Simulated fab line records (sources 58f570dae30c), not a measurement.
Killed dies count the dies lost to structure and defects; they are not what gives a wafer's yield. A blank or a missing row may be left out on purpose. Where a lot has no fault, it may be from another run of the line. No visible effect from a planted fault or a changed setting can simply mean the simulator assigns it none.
Which of the tools did it? || flow berkeley cmos170 || 14 lots, 42 wafers sampled, at 6 steps of a route of 331

WHAT THE GAUGES SHOWED, per wafer
UCB170_SPACER_THK_MEAS_01. Usual: SPACER_TEOS_THK 374 nm, standard deviation 4.9.
{"lot": "L918", "measured": "day 7 15:31", "on": "film metro-03", "SPACER_TEOS_THK (nm)": "370 378 376", "flag": ""}
{"lot": "L921", "measured": "day 8 04:01", "on": "film metro-02", "SPACER_TEOS_THK (nm)": "372 369 370", "flag": ""}
{"lot": "L919", "measured": "day 8 04:17", "on": "film metro-03", "SPACER_TEOS_THK (nm)": "375 372 377", "flag": ""}
{"lot": "L922", "measured": "day 8 04:27", "on": "film metro-01", "SPACER_TEOS_THK (nm)": "368 373 375", "flag": ""}
{"lot": "L920", "measured": "day 8 04:39", "on": "film metro-03", "SPACER_TEOS_THK (nm)": "377 362 377", "flag": ""}
{"lot": "L924", "measured": "day 8 06:16", "on": "film metro-02", "SPACER_TEOS_THK (nm)": "364 366 375", "flag": ""}
{"lot": "L923", "measured": "day 8 06:17", "on": "film metro-03", "SPACER_TEOS_THK (nm)": "372 380 381", "flag": ""}
{"lot": "L926", "measured": "day 9 14:40", "on": "film metro-03", "SPACER_TEOS_THK (nm)": "372 377 381", "flag": ""}
{"lot": "L933", "measured": "day 10 16:47", "on": "film metro-01", "SPACER_TEOS_THK (nm)": "378 375 377", "flag": ""}
{"lot": "L934", "measured": "day 11 04:49", "on": "film metro-03", "SPACER_TEOS_THK (nm)": "373 378 379", "flag": ""}
{"lot": "L936", "measured": "day 11 05:58", "on": "film metro-02", "SPACER_TEOS_THK (nm)": "373 380 380", "flag": ""}
{"lot": "L937", "measured": "day 11 22:48", "on": "film metro-02", "SPACER_TEOS_THK (nm)": "369 376 375", "flag": ""}
{"lot": "L938", "measured": "day 12 11:59", "on": "film metro-02", "SPACER_TEOS_THK (nm)": "378 383 374", "flag": ""}
{"lot": "L939", "measured": "day 12 21:17", "on": "film metro-03", "SPACER_TEOS_THK (nm)": "369 370 379", "flag": ""}

UCB170_PSD_CD_MEAS_06 targets a cd of 1200 nm. Usual: cd nm 1199.6 nm, standard deviation 1.4.
{"lot": "L918", "measured": "day 8 01:00", "on": "cd sem-02", "cd nm (nm)": "1197.7 1200.2 1199.3", "flag": ""}
{"lot": "L921", "measured": "day 8 13:25", "on": "cd sem-01", "cd nm (nm)": "1198.3 1198.7 1198.0", "flag": ""}
{"lot": "L919", "measured": "day 8 13:27", "on": "cd sem-02", "cd nm (nm)": "1198.5 1200.0 1200.2", "flag": ""}
{"lot": "L922", "measured": "day 8 13:10", "on": "cd sem-02", "cd nm (nm)": "1199.1 1200.0 1199.4", "flag": ""}
{"lot": "L920", "measured": "day 8 13:42", "on": "cd sem-02", "cd nm (nm)": "1199.0 1200.1 1198.9", "flag": ""}
{"lot": "L924", "measured": "day 8 13:59", "on": "cd sem-01", "cd nm (nm)": "1203.5 1202.6 1202.3", "flag": ""}
{"lot": "L923", "measured": "day 8 13:50", "on": "cd sem-01", "cd nm (nm)": "1197.8 1198.5 1198.4", "flag": ""}
{"lot": "L926", "measured": "day 9 23:53", "on": "cd sem-01", "cd nm (nm)": "1198.6 1198.9 1198.8", "flag": ""}
{"lot": "L933", "measured": "day 11 04:49", "on": "cd sem-01", "cd nm (nm)": "1201.3 1200.5 1200.5", "flag": ""}
{"lot": "L934", "measured": "day 11 12:13", "on": "cd sem-01", "cd nm (nm)": "1199.7 1198.4 1199.5", "flag": ""}
{"lot": "L936", "measured": "day 11 12:36", "on": "cd sem-01", "cd nm (nm)": "1200.6 1199.6 1201.5", "flag": ""}
{"lot": "L937", "measured": "day 12 07:14", "on": "cd sem-02", "cd nm (nm)": "1200.8 1200.2 1199.5", "flag": ""}
{"lot": "L938", "measured": "day 12 18:52", "on": "cd sem-02", "cd nm (nm)": "1201.9 1201.2 1202.9", "flag": ""}
{"lot": "L939", "measured": "day 13 00:49", "on": "cd sem-01", "cd nm (nm)": "1198.4 1197.9 1198.2", "flag": ""}

UCB170_SDANNEAL_RS_MEAS_02: measures by four-point-probe. Usual: PSD_RS 75.56 ohm/sq, standard deviation 0.27.
{"lot": "L918", "measured": "day 8 06:44", "on": "film metro-04", "PSD_RS (ohm/sq)": "75.24 75.67 75.56", "flag": ""}
{"lot": "L921", "measured": "day 8 17:49", "on": "film metro-04", "PSD_RS (ohm/sq)": "75.92 75.57 75.61", "flag": ""}
{"lot": "L919", "measured": "day 8 17:58", "on": "film metro-02", "PSD_RS (ohm/sq)": "75.78 75.67 75.66", "flag": ""}
{"lot": "L922", "measured": "day 8 17:49", "on": "film metro-01", "PSD_RS (ohm/sq)": "75.75 75.99 75.47", "flag": ""}
{"lot": "L920", "measured": "day 8 18:48", "on": "film metro-02", "PSD_RS (ohm/sq)": "75.89 75.85 75.73", "flag": ""}
{"lot": "L924", "measured": "day 8 18:51", "on": "film metro-01", "PSD_RS (ohm/sq)": "75.91 76.09 75.89", "flag": ""}
{"lot": "L923", "measured": "day 8 18:20", "on": "film metro-01", "PSD_RS (ohm/sq)": "75.81 75.79 76.01", "flag": ""}
{"lot": "L926", "measured": "day 10 03:59", "on": "film metro-04", "PSD_RS (ohm/sq)": "75.39 75.75 75.65", "flag": ""}
{"lot": "L933", "measured": "day 11 07:55", "on": "film metro-04", "PSD_RS (ohm/sq)": "75.86 75.73 75.45", "flag": ""}
{"lot": "L934", "measured": "day 11 16:56", "on": "film metro-02", "PSD_RS (ohm/sq)": "75.52 75.26 75.40", "flag": ""}
{"lot": "L936", "measured": "day 11 17:13", "on": "film metro-04", "PSD_RS (ohm/sq)": "75.83 75.78 75.95", "flag": ""}
{"lot": "L937", "measured": "day 12 13:40", "on": "film metro-04", "PSD_RS (ohm/sq)": "75.62 75.58 75.83", "flag": ""}
{"lot": "L938", "measured": "day 12 22:50", "on": "film metro-04", "PSD_RS (ohm/sq)": "75.55 75.62 75.14", "flag": ""}
{"lot": "L939", "measured": "day 13 03:55", "on": "film metro-02", "PSD_RS (ohm/sq)": "75.23 75.56 75.61", "flag": ""}

UCB170_SILICIDE_RS_MEAS_02: measures by four-point-probe. Usual: SILICIDE_TI_RS 26.0 ohm/sq, standard deviation 0.41.
{"lot": "L918", "measured": "day 8 07:19", "on": "film metro-04", "SILICIDE_TI_RS (ohm/sq)": "25.6 24.9 25.0", "flag": ""}
{"lot": "L921", "measured": "day 8 18:25", "on": "film metro-02", "SILICIDE_TI_RS (ohm/sq)": "25.5 26.2 25.7", "flag": ""}
{"lot": "L919", "measured": "day 8 18:37", "on": "film metro-02", "SILICIDE_TI_RS (ohm/sq)": "25.8 25.7 25.9", "flag": ""}
{"lot": "L922", "measured": "day 8 18:26", "on": "film metro-03", "SILICIDE_TI_RS (ohm/sq)": "25.8 26.0 25.9", "flag": ""}
{"lot": "L920", "measured": "day 8 19:22", "on": "film metro-02", "SILICIDE_TI_RS (ohm/sq)": "23.4 23.1 23.4", "flag": "OFF"}
{"lot": "L924", "measured": "day 8 19:26", "on": "film metro-04", "SILICIDE_TI_RS (ohm/sq)": "26.3 26.8 25.9", "flag": ""}
{"lot": "L923", "measured": "day 8 18:55", "on": "film metro-03", "SILICIDE_TI_RS (ohm/sq)": "26.7 26.4 26.5", "flag": ""}
{"lot": "L926", "measured": "day 10 04:34", "on": "film metro-03", "SILICIDE_TI_RS (ohm/sq)": "22.8 22.8 22.7", "flag": "OFF"}
{"lot": "L933", "measured": "day 11 08:30", "on": "film metro-03", "SILICIDE_TI_RS (ohm/sq)": "26.0 26.4 26.3", "flag": ""}
{"lot": "L934", "measured": "day 11 17:31", "on": "film metro-03", "SILICIDE_TI_RS (ohm/sq)": "25.3 25.6 25.6", "flag": ""}
{"lot": "L936", "measured": "day 11 17:48", "on": "film metro-02", "SILICIDE_TI_RS (ohm/sq)": "25.5 25.4 25.6", "flag": ""}
{"lot": "L937", "measured": "day 12 14:16", "on": "film metro-03", "SILICIDE_TI_RS (ohm/sq)": "26.1 26.2 25.9", "flag": ""}
{"lot": "L938", "measured": "day 12 23:25", "on": "film metro-04", "SILICIDE_TI_RS (ohm/sq)": "25.7 25.8 25.8", "flag": ""}
{"lot": "L939", "measured": "day 13 04:30", "on": "film metro-04", "SILICIDE_TI_RS (ohm/sq)": "26.2 26.2 26.3", "flag": ""}

UCB170_SILICIDE_THK_MEAS_03: measures by xrf. Usual: SILICIDE_TI_THK 29.9 nm, standard deviation 0.42.
{"lot": "L918", "measured": "day 8 07:25", "on": "film metro-04", "SILICIDE_TI_THK (nm)": "30.6 31.3 31.0", "flag": ""}
{"lot": "L921", "measured": "day 8 18:32", "on": "film metro-02", "SILICIDE_TI_THK (nm)": "30.4 29.8 30.2", "flag": ""}
{"lot": "L919", "measured": "day 8 18:44", "on": "film metro-02", "SILICIDE_TI_THK (nm)": "30.1 30.4 30.0", "flag": ""}
{"lot": "L922", "measured": "day 8 18:34", "on": "film metro-03", "SILICIDE_TI_THK (nm)": "30.0 30.0 29.9", "flag": ""}
{"lot": "L920", "measured": "day 8 19:29", "on": "film metro-02", "SILICIDE_TI_THK (nm)": "32.5 33.0 32.8", "flag": "OFF"}
{"lot": "L924", "measured": "day 8 19:32", "on": "film metro-04", "SILICIDE_TI_THK (nm)": "29.8 29.4 30.1", "flag": ""}
{"lot": "L923", "measured": "day 8 19:01", "on": "film metro-03", "SILICIDE_TI_THK (nm)": "29.1 29.3 29.2", "flag": ""}
{"lot": "L926", "measured": "day 10 04:41", "on": "film metro-03", "SILICIDE_TI_THK (nm)": "33.3 33.2 33.3", "flag": "OFF"}
{"lot": "L933", "measured": "day 11 08:37", "on": "film metro-03", "SILICIDE_TI_THK (nm)": "29.9 29.5 29.6", "flag": ""}
{"lot": "L934", "measured": "day 11 17:38", "on": "film metro-03", "SILICIDE_TI_THK (nm)": "30.5 30.2 30.2", "flag": ""}
{"lot": "L936", "measured": "day 11 17:55", "on": "film metro-02", "SILICIDE_TI_THK (nm)": "30.4 30.4 30.3", "flag": ""}
{"lot": "L937", "measured": "day 12 14:22", "on": "film metro-03", "SILICIDE_TI_THK (nm)": "29.7 29.6 29.8", "flag": ""}
{"lot": "L938", "measured": "day 12 23:32", "on": "film metro-04", "SILICIDE_TI_THK (nm)": "30.4 30.1 30.1", "flag": ""}
{"lot": "L939", "measured": "day 13 04:37", "on": "film metro-04", "SILICIDE_TI_THK (nm)": "29.8 29.9 29.7", "flag": ""}

WHICH TOOL RAN EACH LOT (tool, then ch and the chambers of the sampled wafers, then the start)
{"lot": "L918", "UCB170_SILICIDE_SPUTTER_01": "pvd sputter-03, day 8 07:15"}
{"lot": "L921", "UCB170_SILICIDE_SPUTTER_01": "pvd sputter-03, day 8 18:22"}
{"lot": "L919", "UCB170_SILICIDE_SPUTTER_01": "pvd sputter-03, day 8 18:29"}
{"lot": "L922", "UCB170_SILICIDE_SPUTTER_01": "pvd sputter-04, day 8 18:22"}
{"lot": "L920", "UCB170_SILICIDE_SPUTTER_01": "pvd sputter-04, day 8 19:20"}
{"lot": "L924", "UCB170_SILICIDE_SPUTTER_01": "pvd sputter-03, day 8 19:23"}
{"lot": "L923", "UCB170_SILICIDE_SPUTTER_01": "pvd sputter-04, day 8 18:50"}
{"lot": "L926", "UCB170_SILICIDE_SPUTTER_01": "pvd sputter-04, day 10 04:32"}
{"lot": "L933", "UCB170_SILICIDE_SPUTTER_01": "pvd sputter-02, day 11 08:28"}
{"lot": "L934", "UCB170_SILICIDE_SPUTTER_01": "pvd sputter-02, day 11 17:29"}
{"lot": "L936", "UCB170_SILICIDE_SPUTTER_01": "pvd sputter-03, day 11 17:45"}
{"lot": "L937", "UCB170_SILICIDE_SPUTTER_01": "pvd sputter-04, day 12 14:10"}
{"lot": "L938", "UCB170_SILICIDE_SPUTTER_01": "pvd sputter-04, day 12 23:23"}
{"lot": "L939", "UCB170_SILICIDE_SPUTTER_01": "pvd sputter-02, day 13 04:27"}
- UCB170_SILICIDE_SPUTTER_01: material Ti, target thk 30 nm, time 25 s.

WHAT THE TOOLS THEMSELVES READ (means of the sampled wafers that have a number; where no wafer has one, the mark that the record gives instead)
UCB170_SILICIDE_SPUTTER_01. Usual: chamber pressure pa 0.5002 Pa, standard deviation 0.00098; throttle valve pct 30.0 %, standard deviation 1.2.
{"lot": "L918", "tool": "pvd sputter-03", "chamber pressure pa (Pa)": 0.5013, "throttle valve pct (%)": 29.3, "flag": ""}
{"lot": "L921", "tool": "pvd sputter-03", "chamber pressure pa (Pa)": 0.5001, "throttle valve pct (%)": 29.4, "flag": ""}
{"lot": "L919", "tool": "pvd sputter-03", "chamber pressure pa (Pa)": 0.5006, "throttle valve pct (%)": 29.4, "flag": ""}
{"lot": "L922", "tool": "pvd sputter-04", "chamber pressure pa (Pa)": 0.4996, "throttle valve pct (%)": 29.9, "flag": ""}
{"lot": "L920", "tool": "pvd sputter-04", "chamber pressure pa (Pa)": 0.5005, "throttle valve pct (%)": 29.9, "flag": ""}
{"lot": "L924", "tool": "pvd sputter-03", "chamber pressure pa (Pa)": 0.4994, "throttle valve pct (%)": 30.3, "flag": ""}
{"lot": "L923", "tool": "pvd sputter-04", "chamber pressure pa (Pa)": 0.5004, "throttle valve pct (%)": 30.9, "flag": ""}
{"lot": "L926", "tool": "pvd sputter-04", "chamber pressure pa (Pa)": 0.5000, "throttle valve pct (%)": 30.0, "flag": ""}
{"lot": "L933", "tool": "pvd sputter-02", "chamber pressure pa (Pa)": 0.5000, "throttle valve pct (%)": 30.4, "flag": ""}
{"lot": "L934", "tool": "pvd sputter-02", "chamber pressure pa (Pa)": 0.5007, "throttle valve pct (%)": 29.7, "flag": ""}
{"lot": "L936", "tool": "pvd sputter-03", "chamber pressure pa (Pa)": 0.4997, "throttle valve pct (%)": 30.2, "flag": ""}
{"lot": "L937", "tool": "pvd sputter-04", "chamber pressure pa (Pa)": 0.5004, "throttle valve pct (%)": 29.5, "flag": ""}
{"lot": "L938", "tool": "pvd sputter-04", "chamber pressure pa (Pa)": 0.5007, "throttle valve pct (%)": 29.8, "flag": ""}
{"lot": "L939", "tool": "pvd sputter-02", "chamber pressure pa (Pa)": 0.4994, "throttle valve pct (%)": 29.7, "flag": ""}

THE ANSWER, worked out from the rows above alone
Rule: lot off if the mean of its wafers having a number is beyond 3 standard deviations from the usual mean. A lot without any number at a reading at which 4 lots or more have one is off too. All remaining lots with rows at the step are treated as sound. After the gauges, taken in route order, come the tools' own readings; for these a lot's mean is taken, as printed above. At the first step where some lot is off, the reading lying furthest off is the one used; lots without a number count as furthest.
Off: L920, L926, seen at UCB170_SILICIDE_RS_MEAS_02 (SILICIDE_TI_RS).
If a tool, at a process step before that reading, ran all the lots that are off and no sound lot after the first of them, it fits. Those tools and the gauges at UCB170_SILICIDE_RS_MEAS_02 are tried in the same way. Not one of the candidates tried fits.

WHAT THE SIMULATOR HAD PUT IN
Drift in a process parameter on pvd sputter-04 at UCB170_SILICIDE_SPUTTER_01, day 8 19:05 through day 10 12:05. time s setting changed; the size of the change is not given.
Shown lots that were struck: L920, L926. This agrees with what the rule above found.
